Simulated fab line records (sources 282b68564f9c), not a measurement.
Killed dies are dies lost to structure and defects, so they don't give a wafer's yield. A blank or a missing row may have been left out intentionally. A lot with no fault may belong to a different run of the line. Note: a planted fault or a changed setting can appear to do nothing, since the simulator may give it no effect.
fab line records || flow ritCmos
record {"lots": 14, "wafers": 42, "lastDay": 7}
route steps=202 shown NSD@133
lots that met no fault: taken from a fault-free run of the same line
startH: the number of hours between the record's first day and the start of the first shown wafer of the lot || waitH: hours elapsed since this lot's preceding step || " identical to the entry in the row above || L1.1+2: several wafers, shown together as one row || - no value, or no start was given || * or withheld: withheld || < > ~ a bound
route shown NAME@n: NAME is a module with steps in the file, n the number in the route of the first one || usual: mean/standard deviation taken from wafers without a fault || same: alike in all rows || chamber/n: place in a boat || sites: the reading at each site || _std_site: the values' standard deviation || _edge_site: mean of outer sites minus mean of inner sites || radiusMm: how far each site lies from the wafer's centre || mask NAME#n: copy n || behind: the last tool/chamber to shape the wafer || hold: why the lot went on hold/how many hours it stayed there/how the hold came to an end || device: the transistor (n, p or np) that didn't switch || end of line: at the end of the route, the tests of the same wafers || for a step that has no rows: nothing shown but its recipe || killed: count of dies lost to structure and defects at first sort (not the wafer's yield) || map: per-die view of a wafer (x killed, . not killed, _ where there is no die)
set.NAME: the setting as run; set.NAME@STEP: as run at that earlier step || model.NAME: the simulator's own value behind a step, which no gauge read
route steps across a sampled set of lots; one table per step, one row per wafer
services: when a tool's chamber went out of use (startH, in hours from the record's first day, below 0 if earlier), for how many hours, and the reason
## steps
# step RIT_NSD_SOFTBAKE_02
# recipe {"resist": "NOVOLAK", "tempC": 90, "timeS": 60}
# usual {"heaterPowerTotalW": "34.56/0.051", "runLengthS": "89.21/0.2"}
{"lot.wafer": "L540.1", "tool": "lithoTrack-03", "chamber": 0, "startH": 47.79, "waitH": 0.1, "heaterPowerTotalW": 34.46, "runLengthS": 89.05}
{"lot.wafer": "L540.2", "tool": "lithoTrack-03", "chamber": 0, "startH": 47.79, "waitH": 0.1, "heaterPowerTotalW": 34.56, "runLengthS": 88.92}
{"lot.wafer": "L540.4", "tool": "lithoTrack-03", "chamber": 0, "startH": 47.79, "waitH": 0.1, "heaterPowerTotalW": 34.52, "runLengthS": 88.94}
{"lot.wafer": "L541.1", "tool": "lithoTrack-02", "chamber": 0, "startH": 52.06, "waitH": 0.1, "heaterPowerTotalW": 34.63, "runLengthS": 89.17}
{"lot.wafer": "L541.2", "tool": "lithoTrack-02", "chamber": 0, "startH": 52.06, "waitH": 0.1, "heaterPowerTotalW": 34.61, "runLengthS": 89.38}
{"lot.wafer": "L541.6", "tool": "lithoTrack-02", "chamber": 0, "startH": 52.06, "waitH": 0.1, "heaterPowerTotalW": 34.51, "runLengthS": 89.16}
{"lot.wafer": "L544.1", "tool": "lithoTrack-02", "chamber": 0, "startH": 67.57, "waitH": 0.1, "heaterPowerTotalW": 34.54, "runLengthS": 89.15}
{"lot.wafer": "L544.2", "tool": "lithoTrack-02", "chamber": 0, "startH": 67.57, "waitH": 0.1, "heaterPowerTotalW": 34.61, "runLengthS": 89.23}
{"lot.wafer": "L544.4", "tool": "lithoTrack-02", "chamber": 0, "startH": 67.57, "waitH": 0.1, "heaterPowerTotalW": 34.47, "runLengthS": 89.31}
{"lot.wafer": "L546.2", "tool": "lithoTrack-03", "chamber": 0, "startH": 83.49, "waitH": 0.1, "heaterPowerTotalW": 34.51, "runLengthS": 89.26}
{"lot.wafer": "L546.5", "tool": "lithoTrack-03", "chamber": 0, "startH": 83.49, "waitH": 0.1, "heaterPowerTotalW": 34.56, "runLengthS": 88.91}
{"lot.wafer": "L546.6", "tool": "lithoTrack-03", "chamber": 0, "startH": 83.49, "waitH": 0.1, "heaterPowerTotalW": 34.60, "runLengthS": 89.19}
{"lot.wafer": "L547.2", "tool": "lithoTrack-02", "chamber": 0, "startH": 83.84, "waitH": 0.1, "heaterPowerTotalW": 34.63, "runLengthS": 89.12}
{"lot.wafer": "L547.3", "tool": "lithoTrack-02", "chamber": 0, "startH": 83.84, "waitH": 0.1, "heaterPowerTotalW": 34.53, "runLengthS": 89.19}
{"lot.wafer": "L547.6", "tool": "lithoTrack-02", "chamber": 0, "startH": 83.84, "waitH": 0.1, "heaterPowerTotalW": 34.56, "runLengthS": 89.16}
{"lot.wafer": "L548.4", "tool": "lithoTrack-03", "chamber": 0, "startH": 87.96, "waitH": 0.1, "heaterPowerTotalW": 34.53, "runLengthS": 89.09}
{"lot.wafer": "L548.5", "tool": "lithoTrack-03", "chamber": 0, "startH": 87.96, "waitH": 0.1, "heaterPowerTotalW": 34.51, "runLengthS": 88.90}
{"lot.wafer": "L548.6", "tool": "lithoTrack-03", "chamber": 0, "startH": 87.96, "waitH": 0.1, "heaterPowerTotalW": 34.50, "runLengthS": 88.93}
{"lot.wafer": "L549.1", "tool": "lithoTrack-01", "chamber": 0, "startH": 95.96, "waitH": 0.1, "heaterPowerTotalW": 34.48, "runLengthS": 89.24}
{"lot.wafer": "L549.3", "tool": "lithoTrack-01", "chamber": 0, "startH": 95.96, "waitH": 0.1, "heaterPowerTotalW": 34.53, "runLengthS": 89.40}
{"lot.wafer": "L549.5", "tool": "lithoTrack-01", "chamber": 0, "startH": 95.96, "waitH": 0.1, "heaterPowerTotalW": 34.54, "runLengthS": 89.55}
{"lot.wafer": "L550.1", "tool": "lithoTrack-01", "chamber": 0, "startH": 98.33, "waitH": 0.1, "heaterPowerTotalW": 34.68, "runLengthS": 89.47}
{"lot.wafer": "L550.2", "tool": "lithoTrack-01", "chamber": 0, "startH": 98.33, "waitH": 0.1, "heaterPowerTotalW": 34.57, "runLengthS": 89.25}
{"lot.wafer": "L550.6", "tool": "lithoTrack-01", "chamber": 0, "startH": 98.33, "waitH": 0.1, "heaterPowerTotalW": 34.52, "runLengthS": 89.26}
{"lot.wafer": "L551.1", "tool": "lithoTrack-01", "chamber": 0, "startH": 105.51, "waitH": 0.1, "heaterPowerTotalW": 34.60, "runLengthS": 89.23}
{"lot.wafer": "L551.4", "tool": "lithoTrack-01", "chamber": 0, "startH": 105.51, "waitH": 0.1, "heaterPowerTotalW": 34.56, "runLengthS": 89.44}
{"lot.wafer": "L551.5", "tool": "lithoTrack-01", "chamber": 0, "startH": 105.51, "waitH": 0.1, "heaterPowerTotalW": 34.62, "runLengthS": 89.46}
{"lot.wafer": "L552.1", "tool": "lithoTrack-03", "chamber": 0, "startH": 112.40, "waitH": 0.1, "heaterPowerTotalW": 34.51, "runLengthS": 88.97}
{"lot.wafer": "L552.3", "tool": "lithoTrack-03", "chamber": 0, "startH": 112.40, "waitH": 0.1, "heaterPowerTotalW": 34.60, "runLengthS": 88.99}
{"lot.wafer": "L552.4", "tool": "lithoTrack-03", "chamber": 0, "startH": 112.40, "waitH": 0.1, "heaterPowerTotalW": 34.63, "runLengthS": 88.95}
{"lot.wafer": "L555.1", "tool": "lithoTrack-01", "chamber": 0, "startH": 125.68, "waitH": 0.1, "heaterPowerTotalW": 34.62, "runLengthS": 97.02}
{"lot.wafer": "L555.3", "tool": "lithoTrack-01", "chamber": 0, "startH": 125.68, "waitH": 0.1, "heaterPowerTotalW": 34.59, "runLengthS": 96.99}
{"lot.wafer": "L555.4", "tool": "lithoTrack-01", "chamber": 0, "startH": 125.68, "waitH": 0.1, "heaterPowerTotalW": 34.48, "runLengthS": 97.06}
{"lot.wafer": "L556.2", "tool": "lithoTrack-01", "chamber": 0, "startH": 126.76, "waitH": 0.1, "heaterPowerTotalW": 34.52, "runLengthS": 97.14}
{"lot.wafer": "L556.3", "tool": "lithoTrack-01", "chamber": 0, "startH": 126.76, "waitH": 0.1, "heaterPowerTotalW": 34.61, "runLengthS": 97.04}
{"lot.wafer": "L556.4", "tool": "lithoTrack-01", "chamber": 0, "startH": 126.76, "waitH": 0.1, "heaterPowerTotalW": 34.60, "runLengthS": 97.23}
{"lot.wafer": "L557.3", "tool": "lithoTrack-02", "chamber": 0, "startH": 130.93, "waitH": 0.1, "heaterPowerTotalW": 34.56, "runLengthS": 89.27}
{"lot.wafer": "L557.5", "tool": "lithoTrack-02", "chamber": 0, "startH": 130.93, "waitH": 0.1, "heaterPowerTotalW": 34.50, "runLengthS": 89.20}
{"lot.wafer": "L557.6", "tool": "lithoTrack-02", "chamber": 0, "startH": 130.93, "waitH": 0.1, "heaterPowerTotalW": 34.60, "runLengthS": 89.10}
{"lot.wafer": "L562.2", "tool": "lithoTrack-03", "chamber": 0, "startH": 157.36, "waitH": 0.1, "heaterPowerTotalW": 34.55, "runLengthS": 88.90}
{"lot.wafer": "L562.4", "tool": "lithoTrack-03", "chamber": 0, "startH": 157.36, "waitH": 0.1, "heaterPowerTotalW": 34.50, "runLengthS": 89.13}
{"lot.wafer": "L562.5", "tool": "lithoTrack-03", "chamber": 0, "startH": 157.36, "waitH": 0.1, "heaterPowerTotalW": 34.58, "runLengthS": 88.95}
## services
{"tool": "lithoTrack-02", "chamber": "-", "startH": 131.90, "hours": "-", "kind": "consumableReplace:filter"}
## key
firstSign {"step": "RIT_NSD_SOFTBAKE_02", "reading": "runLengthS", "direction": "up", "sigmas": 39, "usual": "*", "struck": "*"}
effect none on later readings
metAt RIT_NSD_SOFTBAKE_02
struckLots L555,L556
testerLeftOut L555,L556
onsetBetween 105.51 125.68
fault {"kind": "processParameterDrift", "tool": "lithoTrack-01", "chamber": "-", "onsetH": 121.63, "steps": "RIT_NSD_SOFTBAKE_02", "channel": "timeS", "offset": "*", "shape": "step", "endH": 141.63, "actsIn": "*", "stated": "*"}
# testerLeftOut: of these lots the tester's yield and bins aren't shown, on N5 and GAA mostly nor the transistor test; their killed dies are dies lost to structure and defects alone, not to doping, threshold or leakage, so they don't give the yield
